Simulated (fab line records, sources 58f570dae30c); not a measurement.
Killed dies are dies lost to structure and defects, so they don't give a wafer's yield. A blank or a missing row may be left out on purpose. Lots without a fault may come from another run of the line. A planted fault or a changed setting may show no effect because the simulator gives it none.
Which tool did it? | flow berkeley_cmos170 | 7 lots, 21 wafers sampled, at 3 steps of a route of 331

WHAT THE GAUGES READ, wafer by wafer
UCB170_GATE_THK_MEAS_02.
lot  | measured     | on            | GATE_OXIDE_THK (nm)
L107 | day 6 01:53  | film_metro-04 | 6.88 6.80 6.80
L110 | day 6 09:12  | film_metro-02 | 6.66 6.71 6.74
L112 | day 6 22:33  | film_metro-02 | 6.55 6.77 6.61
L114 | day 7 11:32  | film_metro-04 | 10.76 10.80 10.51
L116 | day 7 20:25  | film_metro-02 | 11.24 11.40 11.30
L119 | day 8 20:56  | film_metro-02 | 6.93 6.79 6.73
L128 | day 10 16:18 | film_metro-01 | 6.58 6.63 6.80

WHICH TOOL RAN EACH LOT (tool, then ch and the chambers of the sampled wafers, then the start)
lot  | UCB170_NVT_STRIP_08                  | UCB170_GATE_OXIDATION_01
L107 | plasma_asher-02 ch 0,1, day 5 18:40  | furnace-04 ch 0, day 6 00:23
L110 | plasma_asher-04 ch 0, day 6 02:22    | furnace-04 ch 0, day 6 07:42
L112 | plasma_asher-02 ch 0,1, day 6 15:20  | furnace-02 ch 0, day 6 21:01
L114 | plasma_asher-01 ch 0,1, day 6 20:17  | furnace-03 ch 0, day 7 03:46
L116 | plasma_asher-01 ch 1, day 7 11:13    | furnace-03 ch 0, day 7 16:48 and furnace-02 ch 0, day 7 18:55
L119 | plasma_asher-01 ch 0,1, day 8 13:50  | furnace-02 ch 0, day 8 19:25
L128 | plasma_asher-01 ch 0,1, day 10 10:04 | furnace-02 ch 0, day 10 14:47
- UCB170_NVT_STRIP_08: strips in O2.
- UCB170_GATE_OXIDATION_01: target thk 6.6 nm, ox time 1800 s.

THE ANSWER, worked out from the rows above alone
Rule: what is usual is taken from the lots themselves. Put in order of their means at a reading, lots are off if they are a third of the lots or fewer, leave a main group of 4 or more, and stand apart from it by a gap of 3 or more times the standard deviation of the main group's means; of several such gaps the widest counts. A main group whose means are all the same, to the digits that the tables above print for the reading, isn't used. A lot without any number at a reading at which 4 lots or more have one is off too. The other lots that the step has rows for count as sound.
Off: L114, L116, at UCB170_GATE_THK_MEAS_02 (GATE_OXIDE_THK). The main group: mean 6.73 nm, standard deviation 0.076.
A tool fits if, at a process step before that reading, it ran every lot that is off, and no sound lot after the first of them. The gauges at UCB170_GATE_THK_MEAS_02 are tried like those tools. One fits: furnace-03 at UCB170_GATE_OXIDATION_01. It ran no sound lot before its first lot that is off in this sample, so the start can't be narrowed down.

WHAT THE SIMULATOR HAD PUT IN
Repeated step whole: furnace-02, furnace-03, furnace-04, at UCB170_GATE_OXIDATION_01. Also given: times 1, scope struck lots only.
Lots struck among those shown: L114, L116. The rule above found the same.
